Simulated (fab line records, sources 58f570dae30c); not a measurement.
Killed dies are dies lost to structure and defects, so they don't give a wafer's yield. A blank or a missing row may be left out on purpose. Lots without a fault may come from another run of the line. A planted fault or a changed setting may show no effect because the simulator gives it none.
Which tool did it? | flow berkeley_cmos170 | 13 lots, 39 wafers sampled, at 5 steps of a route of 331

WHAT THE GAUGES READ, wafer by wafer
UCB170_SILICIDE_RS_MEAS_02: measures by four-point-probe. Usual: SILICIDE_TI_RS 26.1 ohm/sq, standard deviation 0.49.
lot  | measured     | on            | SILICIDE_TI_RS (ohm/sq) | flag
L756 | day 8 13:14  | film_metro-03 | 26.1 26.2 26.0          |
L759 | day 8 13:38  | film_metro-04 | 26.8 26.2 26.2          |
L757 | day 8 14:08  | film_metro-04 | 25.8 26.3 26.8          |
L760 | day 8 17:10  | film_metro-04 | 26.3 27.1 27.0          |
L763 | day 9 17:14  | film_metro-03 | 26.2 25.9 25.4          |
L762 | day 9 17:59  | film_metro-02 | 25.3 25.3 25.4          |
L764 | day 9 17:15  | film_metro-02 | 26.0 25.7 26.3          |
L766 | day 10 02:50 | film_metro-04 | 25.8 25.9 26.8          |
L768 | day 10 02:59 | film_metro-03 | 25.9 25.6 26.0          |
L771 | day 11 06:40 | film_metro-04 | 26.1 26.3 44.1          | OFF
L774 | day 11 07:31 | film_metro-04 | 26.3 26.0 25.9          |
L776 | day 11 19:08 | film_metro-02 | 26.3 27.1 26.3          |
L778 | day 12 08:28 | film_metro-03 | 26.9 25.8 26.9          |

UCB170_SILICIDE_THK_MEAS_03: measures by xrf. Usual: SILICIDE_TI_THK 29.8 nm, standard deviation 0.52.
lot  | measured     | on            | SILICIDE_TI_THK (nm) | flag
L756 | day 8 13:21  | film_metro-03 | 30.0 29.9 30.1       |
L759 | day 8 13:46  | film_metro-04 | 28.9 29.6 29.6       |
L757 | day 8 14:14  | film_metro-04 | 30.0 29.5 29.1       |
L760 | day 8 17:16  | film_metro-04 | 29.5 28.8 28.9       |
L763 | day 9 17:21  | film_metro-03 | 30.0 30.2 30.8       |
L762 | day 9 18:07  | film_metro-02 | 30.4 30.5 30.5       |
L764 | day 9 17:22  | film_metro-02 | 29.7 30.0 29.4       |
L766 | day 10 02:56 | film_metro-04 | 29.9 29.6 29.1       |
L768 | day 10 03:05 | film_metro-03 | 30.5 30.7 30.2       |
L771 | day 11 06:47 | film_metro-04 | 29.7 29.5 19.1       | OFF
L774 | day 11 07:37 | film_metro-04 | 29.7 29.8 30.0       |
L776 | day 11 19:14 | film_metro-02 | 29.3 28.6 29.4       |
L778 | day 12 08:34 | film_metro-03 | 29.4 30.4 29.5       |

WHICH TOOL RAN EACH LOT (tool, then ch and the chambers of the sampled wafers, then the start)
lot  | UCB170_PSD_STRIP_09                  | UCB170_SDANNEAL_RTA_00           | UCB170_SILICIDE_SPUTTER_01
L756 | plasma_asher-04 ch 0,1, day 8 09:22  | rtp_anneal-02 ch 0, day 8 12:31  | pvd_sputter-03, day 8 13:12
L759 | plasma_asher-04 ch 0,1, day 8 09:38  | rtp_anneal-01 ch 0, day 8 12:56  | pvd_sputter-03, day 8 13:37
L757 | plasma_asher-02 ch 0,1, day 8 09:48  | rtp_anneal-01 ch 0, day 8 13:25  | pvd_sputter-03, day 8 14:05
L760 | plasma_asher-02 ch 1, day 8 13:28    | rtp_anneal-02 ch 0, day 8 16:27  | pvd_sputter-03, day 8 17:07
L763 | plasma_asher-02 ch 0,1, day 9 07:21  | rtp_anneal-01 ch 0, day 9 16:31  | pvd_sputter-02, day 9 17:12
L762 | plasma_asher-04 ch 0,1, day 9 07:29  | rtp_anneal-01 ch 0, day 9 17:17  | pvd_sputter-03, day 9 17:58
L764 | plasma_asher-03 ch 1, day 9 07:37    | rtp_anneal-02 ch 0, day 9 16:32  | pvd_sputter-01, day 9 17:12
L766 | plasma_asher-04 ch 0,1, day 9 23:07  | rtp_anneal-01 ch 0, day 10 02:07 | pvd_sputter-02, day 10 02:47
L768 | plasma_asher-02 ch 0,1, day 9 23:23  | rtp_anneal-02 ch 0, day 10 02:16 | pvd_sputter-01, day 10 02:56
L771 | plasma_asher-03 ch 0,1, day 11 02:28 | rtp_anneal-02 ch 0, day 11 05:58 | pvd_sputter-03, day 11 06:38
L774 | plasma_asher-02 ch 0,1, day 11 02:46 | rtp_anneal-02 ch 0, day 11 06:48 | pvd_sputter-01, day 11 07:27
L776 | plasma_asher-04 ch 0,1, day 11 15:23 | rtp_anneal-02 ch 0, day 11 18:25 | pvd_sputter-02, day 11 19:04
L778 | plasma_asher-04 ch 0,1, day 12 03:44 | rtp_anneal-02 ch 0, day 12 07:38 | pvd_sputter-02, day 12 08:24
- UCB170_PSD_STRIP_09: strips in O2.
- UCB170_SDANNEAL_RTA_00: time 10 s.
- UCB170_SILICIDE_SPUTTER_01: material Ti, target thk 30 nm, time 25 s.

WHAT THE TOOLS THEMSELVES READ (means of the sampled wafers that have a number; where no wafer has one, the mark that the record gives instead)
UCB170_PSD_STRIP_09. Usual: drypump_motor_current_A 5.7 A, standard deviation 0.39; oes_product_au 0.600 a.u., standard deviation 0.0051; strip_time_to_endpoint_s 29.35 s, standard deviation 0.068.
lot  | tool            | drypump_motor_current_A (A) | oes_product_au (a.u.) | strip_time_to_endpoint_s (s) | flag
L756 | plasma_asher-04 | 6.1                         | 0.600                 | 29.43                        |
L759 | plasma_asher-04 | 6.1                         | 0.597                 | 29.34                        |
L757 | plasma_asher-02 | 5.9                         | 0.604                 | 29.44                        |
L760 | plasma_asher-02 | 6.1                         | 0.602                 | 29.38                        |
L763 | plasma_asher-02 | 5.5                         | 0.596                 | 29.36                        |
L762 | plasma_asher-04 | 6.1                         | 0.594                 | 29.39                        |
L764 | plasma_asher-03 | 5.2                         | 0.605                 | 29.27                        |
L766 | plasma_asher-04 | 6.1                         | 0.598                 | 29.25                        |
L768 | plasma_asher-02 | 5.6                         | 0.602                 | 29.26                        |
L771 | plasma_asher-03 | 5.4                         | 0.597                 | 29.39                        |
L774 | plasma_asher-02 | 5.8                         | 0.602                 | 29.40                        |
L776 | plasma_asher-04 | 6.1                         | 0.596                 | 29.36                        |
L778 | plasma_asher-04 | 6.0                         | 0.597                 | 29.34                        |

UCB170_SDANNEAL_RTA_00. Usual: anneal_temp_c_max 904.7, standard deviation 0.93; lamp_power_pct 25.0 %, standard deviation 2.4; wafer_temp_C_max 903.4, standard deviation 0.75.
lot  | tool          | anneal_temp_c_max | lamp_power_pct (%) | wafer_temp_C_max | flag
L756 | rtp_anneal-02 | 905.1             | 22.4               | 903.0            |
L759 | rtp_anneal-01 | 904.5             | 27.3               | 903.1            |
L757 | rtp_anneal-01 | 904.6             | 27.2               | 902.9            |
L760 | rtp_anneal-02 | 905.6             | 22.4               | 902.9            |
L763 | rtp_anneal-01 | 904.5             | 27.2               | 903.9            |
L762 | rtp_anneal-01 | 904.1             | 27.2               | 903.6            |
L764 | rtp_anneal-02 | 906.8             | 22.4               | 903.8            |
L766 | rtp_anneal-01 | 903.8             | 27.2               | 903.3            |
L768 | rtp_anneal-02 | 905.7             | 22.4               | 902.8            |
L771 | rtp_anneal-02 | 905.0             | 22.4               | 903.0            |
L774 | rtp_anneal-02 | 904.7             | 22.4               | 903.5            |
L776 | rtp_anneal-02 | 904.8             | 22.4               | 903.1            |
L778 | rtp_anneal-02 | 904.8             | 22.4               | 903.0            |

UCB170_SILICIDE_SPUTTER_01. Usual: throttle_valve_pct 30.7 %, standard deviation 1.5.
lot  | tool           | throttle_valve_pct (%) | flag
L756 | pvd_sputter-03 | 30.5                   |
L759 | pvd_sputter-03 | 30.4                   |
L757 | pvd_sputter-03 | 29.3                   |
L760 | pvd_sputter-03 | 29.9                   |
L763 | pvd_sputter-02 | 30.2                   |
L762 | pvd_sputter-03 | 30.9                   |
L764 | pvd_sputter-01 | 32.2                   |
L766 | pvd_sputter-02 | 31.0                   |
L768 | pvd_sputter-01 | 30.2                   |
L771 | pvd_sputter-03 | 31.0                   |
L774 | pvd_sputter-01 | 29.7                   |
L776 | pvd_sputter-02 | 30.8                   |
L778 | pvd_sputter-02 | 30.5                   |

THE ANSWER, worked out from the rows above alone
Rule: a lot is off if the mean of its wafers that have a number lies more than 3 standard deviations from the usual mean. A lot without any number at a reading at which 4 lots or more have one is off too. The other lots that the step has rows for count as sound. The gauges are gone through in route order, then the tools' own readings, and for those a lot's mean is taken as printed above. The first step at which some lot is off is used, and at that step the reading that is off furthest; a lot without a number counts as furthest.
Off: L771, at UCB170_SILICIDE_RS_MEAS_02 (SILICIDE_TI_RS).
A tool fits if, at a process step before that reading, it ran every lot that is off, and no sound lot after the first of them. The gauges at UCB170_SILICIDE_RS_MEAS_02 are tried like those tools. Can't be told from this: 2 tools fit, plasma_asher-03 at UCB170_PSD_STRIP_09, pvd_sputter-03 at UCB170_SILICIDE_SPUTTER_01.

WHAT THE SIMULATOR HAD PUT IN
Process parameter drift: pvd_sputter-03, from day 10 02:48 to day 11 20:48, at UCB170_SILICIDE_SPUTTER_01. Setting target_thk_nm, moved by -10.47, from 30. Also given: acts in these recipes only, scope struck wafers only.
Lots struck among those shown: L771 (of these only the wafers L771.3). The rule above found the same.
